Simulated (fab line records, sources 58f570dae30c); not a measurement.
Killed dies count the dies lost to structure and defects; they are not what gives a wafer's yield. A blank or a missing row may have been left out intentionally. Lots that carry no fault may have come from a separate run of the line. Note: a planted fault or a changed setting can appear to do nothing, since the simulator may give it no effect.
Which tool was responsible? -- flow berkeleyCmos170 -- 42 wafers from 14 lots sampled at 5 of the route's 331 steps

WHAT THE GAUGES SHOWED, per wafer
UCB170_NWELL_THK_MEAS_05. Usual: NWELL_NITRIDE_THK typically reads 225.4 nm, with standard deviation 2.5.
lot,measured,on,NWELL_NITRIDE_THK (nm),flag
L855,day 2 11:20,filmMetro-01,222.6 224.2 223.5,
L856,day 2 17:53,filmMetro-01,220.1 220.2 220.4,
L857,day 3 01:14,filmMetro-04,225.4 224.2 224.4,
L858,day 3 04:24,filmMetro-01,221.5 220.4 224.0,
L863,day 4 05:11,filmMetro-04,300.6 300.2 299.8,OFF
L864,day 4 10:06,filmMetro-01,228.3 227.9 228.1,
L865,day 4 14:29,filmMetro-02,308.2 304.6 306.3,OFF
L868,day 5 07:05,filmMetro-04,224.2 224.8 224.9,
L869,day 5 07:05,filmMetro-01,228.6 227.5 227.6,
L870,day 5 14:24,filmMetro-02,224.4 224.3 221.7,
L875,day 6 16:08,filmMetro-04,227.2 227.4 229.3,
L876,day 6 16:10,filmMetro-02,228.8 229.1 229.1,
L877,day 7 06:46,filmMetro-04,226.1 227.3 225.2,
L878,day 7 06:46,filmMetro-01,228.2 228.6 228.7,

UCB170_ACTIVE_OVL_MEAS_14. Usual: ACTIVE_OVL typically reads 1 nm, with standard deviation 7.
lot,measured,on,ACTIVE_OVL (nm),flag
L855,day 4 12:19,overlay-02,4 2 6,
L856,day 5 04:32,overlay-01,7 4 2,
L857,day 5 15:14,overlay-01,2 6 -1,
L858,day 5 15:27,overlay-02,-6 -3 -11,
L863,day 6 11:11,overlay-02,-7 -12 -2,
L864,day 6 18:53,overlay-02,-4 5 4,
L865,day 6 18:33,overlay-01,4 4 10,
L868,day 7 23:17,overlay-01,22 4 11,
L869,day 7 23:32,overlay-02,9 7 -2,
L870,day 8 17:11,overlay-02,0 -6 -3,
L875,day 9 05:06,overlay-01,-3 2 -11,
L876,day 9 04:27,overlay-01,14 -1 12,
L877,day 10 09:31,overlay-02,-7 -11 -9,
L878,day 9 16:08,overlay-02,-11 -2 -4,

UCB170_NLDD_OVL_MEAS_07. Usual: NLDD_OVL typically reads -2 nm, with standard deviation 5.1.
lot,measured,on,NLDD_OVL (nm),flag
L855,day 6 22:00,overlay-01,3 9 1,
L856,day 7 23:11,overlay-02,-1 -3 -2,
L857,day 8 14:41,overlay-02,5 3 1,
L858,day 8 14:14,overlay-01,-5 -2 0,
L863,day 8 23:35,overlay-02,13 5 5,
L864,day 9 11:12,overlay-02,-11 -10 0,
L865,day 9 11:16,overlay-01,2 10 8,
L868,day 10 09:12,overlay-02,-10 -1 2,
L869,day 10 11:58,overlay-01,-1 -2 -3,
L870,day 10 22:03,overlay-02,-1 -1 -4,
L875,day 11 12:45,overlay-01,-3 -2 -4,
L876,day 11 12:25,overlay-02,-2 3 -1,
L877,day 13 11:41,overlay-02,-3 0 0,
L878,day 12 04:57,overlay-01,-9 3 -5,

EACH LOT AND THE TOOL THAT RAN IT (in order: tool; ch and the chambers of the sampled wafers; start)
lot,UCB170_NWELL_CVD_04,UCB170_NWELL_ETCH_13
L855,"lpcvd-02 ch 0, day 2 09:24","rieDiel-03 ch 0,2,3, day 2 12:30"
L856,"lpcvd-02 ch 0, day 2 15:56","rieDiel-02 ch 1,2, day 2 19:24"
L857,"lpcvd-01 ch 1, day 2 23:17","rieDiel-02 ch 1,2, day 3 02:31"
L858,"lpcvd-02 ch 1, day 3 02:28","rieDiel-03 ch 0,2, day 3 05:41"
L863,"lpcvd-02 ch 0, day 4 03:13","rieDiel-03 ch 0,2,3, day 4 06:13"
L864,"lpcvd-01 ch 0, day 4 07:12","rieDiel-02 ch 1,2,3, day 4 11:58"
L865,"lpcvd-02 ch 0, day 4 12:32","rieDiel-02 ch 0,1,3, day 4 15:28"
L868,"lpcvd-01 ch 0, day 5 05:09","rieDiel-03 ch 1,2,3, day 5 08:49"
L869,"lpcvd-01 ch 1, day 5 05:09","rieDiel-02 ch 0,1,3, day 5 08:38"
L870,"lpcvd-01 ch 1, day 5 12:28","rieDiel-04 ch 0,1,3, day 5 16:25"
L875,"lpcvd-01 ch 1, day 6 14:12","rieDiel-04 ch 1,2,3, day 6 17:12"
L876,"lpcvd-01 ch 1, day 6 14:12","rieDiel-02 ch 0,3, day 6 17:19"
L877,"lpcvd-01 ch 1, day 7 04:50","rieDiel-03 ch 0,1,2, day 7 09:04"
L878,"lpcvd-01 ch 0, day 7 04:50","rieDiel-02 ch 0,2, day 7 09:05"
- UCB170_NWELL_CVD_04: deposits Si3N4 from SiH2Cl2/NH3, target thk 224 nm, time 3360 s.
- UCB170_NWELL_ETCH_13: etches Si3N4 in CH3F/Ar/O2, stops on SiO2, target depth 246.4 nm, time 154 s.

AS READ BY THE TOOLS THEMSELVES (means over the sampled wafers that have a number; for cases with no such wafer, the mark the record gives instead)
UCB170_NWELL_CVD_04. Usual: nh3FlowSccm 74.94 sccm, standard deviation 0.21; pressureMtorr 200.0 mTorr, standard deviation 0.36; spikeTcLoadC 823.0 C, standard deviation 0.97.
lot,tool,nh3FlowSccm (sccm),pressureMtorr (mTorr),spikeTcLoadC (C),flag
L855,lpcvd-02,75.33,200.5,822.0,
L856,lpcvd-02,74.82,199.8,822.9,
L857,lpcvd-01,74.86,200.0,823.2,
L858,lpcvd-02,74.77,200.1,823.3,
L863,lpcvd-02,75.25,200.2,823.4,
L864,lpcvd-01,75.06,200.5,823.0,
L865,lpcvd-02,74.92,199.6,822.6,
L868,lpcvd-01,74.71,200.0,822.7,
L869,lpcvd-01,74.85,199.9,823.5,
L870,lpcvd-01,75.01,200.5,822.8,
L875,lpcvd-01,74.92,199.7,824.1,
L876,lpcvd-01,74.61,200.1,823.3,
L877,lpcvd-01,74.76,200.1,822.6,
L878,lpcvd-01,74.99,200.3,822.7,

UCB170_NWELL_ETCH_13. Usual: drypumpMotorCurrentA 5.6 A, standard deviation 0.35; oesProductAu 0.948 a.u., standard deviation 0.015; throttleValvePct 8.00 %, standard deviation 0.15.
lot,tool,drypumpMotorCurrentA (A),oesProductAu (a.u.),throttleValvePct (%),flag
L855,rieDiel-03,5.8,0.941,8.12,
L856,rieDiel-02,5.3,0.945,7.88,
L857,rieDiel-02,5.3,0.957,7.87,
L858,rieDiel-03,5.6,0.928,8.12,
L863,rieDiel-03,5.9,0.993,8.13,OFF
L864,rieDiel-02,5.6,0.958,7.91,
L865,rieDiel-02,5.6,0.994,7.91,OFF
L868,rieDiel-03,5.9,0.945,8.20,
L869,rieDiel-02,5.6,0.951,7.92,
L870,rieDiel-04,5.5,0.944,7.97,
L875,rieDiel-04,5.7,0.954,7.99,
L876,rieDiel-02,5.6,0.949,7.94,
L877,rieDiel-03,5.7,0.944,8.20,
L878,rieDiel-02,5.3,0.962,7.91,

THE ANSWER, worked out from the rows above alone
Rule: a lot counts as off when the mean over its wafers that have a number is more than 3 standard deviations away from the usual mean. A lot without any number at a reading at which 4 lots or more have one is off too. The other lots that the step has rows for count as sound. The gauges are gone through in route order, then the tools' own readings, and for those a lot's mean is taken as printed above. The first step at which some lot is off is used, and at that step the reading that is off furthest; a lot without a number counts as furthest.
Off: L863, L865, seen at UCB170_NWELL_THK_MEAS_05 (NWELL_NITRIDE_THK).
A tool fits if, at a process step before that reading, it ran every lot that is off, and no sound lot after the first of them. Not tried: the gauges at UCB170_NWELL_THK_MEAS_05; whatever is off there is also off at UCB170_NWELL_ETCH_13, on other tools, and gauge error can't account for it. One fits: UCB170_NWELL_CVD_04 on lpcvd-02. Its last sound lot is L858 (day 3 02:28), its first lot that is off L863 (day 4 03:13): a fault that began between those two fits.

WHAT THE SIMULATOR PUT IN
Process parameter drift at UCB170_NWELL_CVD_04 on lpcvd-02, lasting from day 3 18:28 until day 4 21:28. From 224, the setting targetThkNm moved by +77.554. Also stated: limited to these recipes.
Shown lots that were struck: L863, L865. The rule above reached the same finding.
